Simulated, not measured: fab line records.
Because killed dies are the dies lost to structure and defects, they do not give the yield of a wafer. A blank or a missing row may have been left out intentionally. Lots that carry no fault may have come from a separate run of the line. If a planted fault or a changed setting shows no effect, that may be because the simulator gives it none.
Problem report, 8D (eight disciplines) form, completed by code	flow rit cmos	the parts of the form that need people (team, actions taken, sign-off) are left out

## 1. THE PROBLEM
PLDD_TW at RIT_PLDD_TW_MEAS_10 reads a mean of 30 on 3 wafers of 1 lot; wafers without a fault read 2365 with a standard deviation of 11. So: -99 or more standard deviations from the usual mean.
First observed at day 5 08:02: wafer L813.1, on film metro-03. Wafers with a number at this step in the record: 39, from 13 lots. Rule for "out", or "out of limits": more than 4 standard deviations from the usual mean. The other wafers with a number count as sound.

## 2. WHAT IT IS, AND WHAT IT ISN'T
question	is	is not
which readings at this step	PLDD_TW	-
which lots	L813	L801, L802, L803, L804, L805, L806, L809, L811, L814, L821, L823, L824
which wafers of those lots	all that have a number	-
read on which gauges	film metro-03	film metro-01, film metro-02
when	from day 5 08:02	up to then (24 sound wafers); but 12 sound wafers of L814, L821, L823, L824 came after

## 3. SUSPECTS, AND WHAT RULES EACH OUT
Counting: a tool at any process step up to the reading remains a suspect when it ran all the lots that are out and ran no sound lot after the first of those.
- the gauge at RIT_PLDD_TW_MEAS_10 is ruled out. All the wafers that are out were read on film metro-03, but those of them that RIT_NLDD_STRIP_09 has rows for are out there too, on other tools.
- plasma asher-02 at RIT_NLDD_STRIP_09 (strips in O2, time 180 s): ruled out as a lasting fault. Following L813 (day 5 06:09), the first lot on it that is out, the sound lots L823 were run on it.
Left after counting: nothing in the record.

## 4. THE CAUSE (what the simulator had put in)
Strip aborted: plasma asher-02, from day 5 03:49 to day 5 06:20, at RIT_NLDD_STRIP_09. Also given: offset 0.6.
Counting ruled it out, wrongly: the rule takes a fault to strike every lot that its tool runs from its start on, and this one did not.

## 5. THE CHAIN OF EFFECTS, in route order
One row per reading whose mean, taken over the struck wafers that have a number, lies over 3 standard deviations from the usual. Only readings for which the record gives a usual standard deviation are gone through. hours: the time from each lot's start at the first step in this table that gives one to its start at this step, as a median over the lots. sigmas: the change in usual standard deviations.
hours	step	reading	usual	on struck wafers	change	sigmas
0	RIT_NLDD_STRIP_09	run length s	208.5 s	72.5	-136.0	-99 or more
2	RIT_PLDD_TW_MEAS_10	PLDD_TW	2365	30	-2335	-99 or more
The process steps in it:
- RIT_NLDD_STRIP_09: strips in O2, time 180 s.

## 6. WHAT WOULD HAVE CAUGHT IT SOONER
Counted from the fault's start at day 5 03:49, it took 4 hours until the first out-of-limits reading at a measuring or inspecting step in this record, taken at day 5 08:02.
Tool's own readings at RIT_NLDD_STRIP_09, run length s: out on all struck wafers the step has rows for; an alarm limit on them would have tripped on the first.
